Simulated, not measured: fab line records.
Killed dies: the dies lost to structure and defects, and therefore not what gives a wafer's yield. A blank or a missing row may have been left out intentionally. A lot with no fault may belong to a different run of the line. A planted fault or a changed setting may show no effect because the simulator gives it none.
A struck lot beside a sound one	flow ritCmos	15 steps out of a route of 202
Sound: the wafers L498.2, L498.4, L498.6. Struck: wafer L497.3. (L497.1, L497.2 of the same lot were not struck and are left out.) The cause comes at the end.
Per side, at each step with rows, come the tool, then ch with its chambers, and then its first start. Under that, the readings that differ: sound wafers	struck wafers	difference of the means	sigmas: that difference in standard deviations of wafers without a fault.
alike: same words and numbers on both sides, and readings whose means sit less than 2 such deviations apart. not compared: any withheld reading, any reading some wafer has no value for, any bound like >300 that may hide the same value, and any number with overlapping values for which the record gives no deviation.
The two part at a step that has a row with sigmas, a row that says differs or no value, or rows on one side only. When numbers do not overlap yet have no deviation, they are printed without sigmas and do not part them. A reading that every wafer of one side lacks parts them only if that side has two wafers or more.

RIT_GATE_THK_MEAS_07:
  sound on filmMetro-03 at day 4 17:47; struck on filmMetro-03 at day 4 15:28
  alike: GATE_OXIDE_THK
then, 1 step without rows for these wafers: RIT_GATE_CVD_08 (deposits poly-Si from SiH4, target thk 250 nm, time 2220 s).
RIT_GATE_THK_MEAS_09:
  sound on filmMetro-04 at day 4 21:59; struck on filmMetro-01 at day 4 18:26
  alike: GATE_POLY_THK
then, 6 steps without rows for these wafers: RIT_GATE_HMDS_10 (prime time 60 s); RIT_GATE_COAT_11 (resist thk 850 nm); RIT_GATE_SOFTBAKE_12 (time 60 s); RIT_GATE_EXPOSE_13 (exposes mask M6, target cd 150 nm); RIT_GATE_PEB_14; RIT_GATE_DEVELOP_15 (develop time 50 s).
RIT_GATE_CD_MEAS_16 targets a cd of 150 nm.
  sound on cdSem-02 at day 4 23:16; struck on cdSem-02 at day 4 19:21
  alike: cdNm
RIT_GATE_OVL_MEAS_17:
  sound on overlay-02 at day 4 23:23; struck on overlay-02 at day 4 19:28
reading	sound	struck	difference	sigmas
GATE_OVL (nm)	-1.1 0.2 0.1	-4.0	-3.7	-3
then, 1 step without rows for these wafers: RIT_GATE_HARDBAKE_18 (time 60 s).
RIT_GATE_ETCH_19: etches poly-Si in SF6/CHF3/O2, stops on SiO2, time 165 s, target depth 312.5 nm.
  sound on rieSi-02 ch 0,1, day 4 23:37; struck on rieSi-01 ch 1, day 4 19:40
reading	sound	struck	difference	sigmas
rfFwdPowerW (W)	158.8 160.5 159.6	185.2	+25.6	+54
model.NOVOLAK_of_GATE_COAT_11.thkNm (nm)	673.2 672.2 668.5	658	-13	
  alike: chamberPressureMTorr, drypumpMotorCurrentA, oesProductAu, throttleValvePct
  not compared: rfHoursCounterH
RIT_GATE_STRIP_20: strips in O2, time 180 s.
  sound on plasmaAsher-01 ch 0,1, day 4 23:43; struck on plasmaAsher-01 ch 1, day 4 19:46
  alike: chamberPressureMTorr, drypumpMotorCurrentA
  not compared: rfHoursCounterH
RIT_M1_PROBE_99:
  sound on prober-01 at day 5 22:59; struck on prober-02 at day 5 18:14
reading	sound	struck	difference	sigmas
killedAtFrontEnd	1 10 13	0	-8	-3
killedDies	1 10 14	0	-8	-3
killedOpen	1 4 9	0	-5	-2
model.etest.antennaPoly.vtShiftV (V)	-0.008161 -0.01026 -0.007567	-0.0129	-0.0042	
  alike: killedAtContacts, killedShort

WHERE THEY PART
Last at RIT_M1_PROBE_99 as far as this record goes, first at RIT_GATE_OVL_MEAS_17.

WHY: whatever the simulator had introduced
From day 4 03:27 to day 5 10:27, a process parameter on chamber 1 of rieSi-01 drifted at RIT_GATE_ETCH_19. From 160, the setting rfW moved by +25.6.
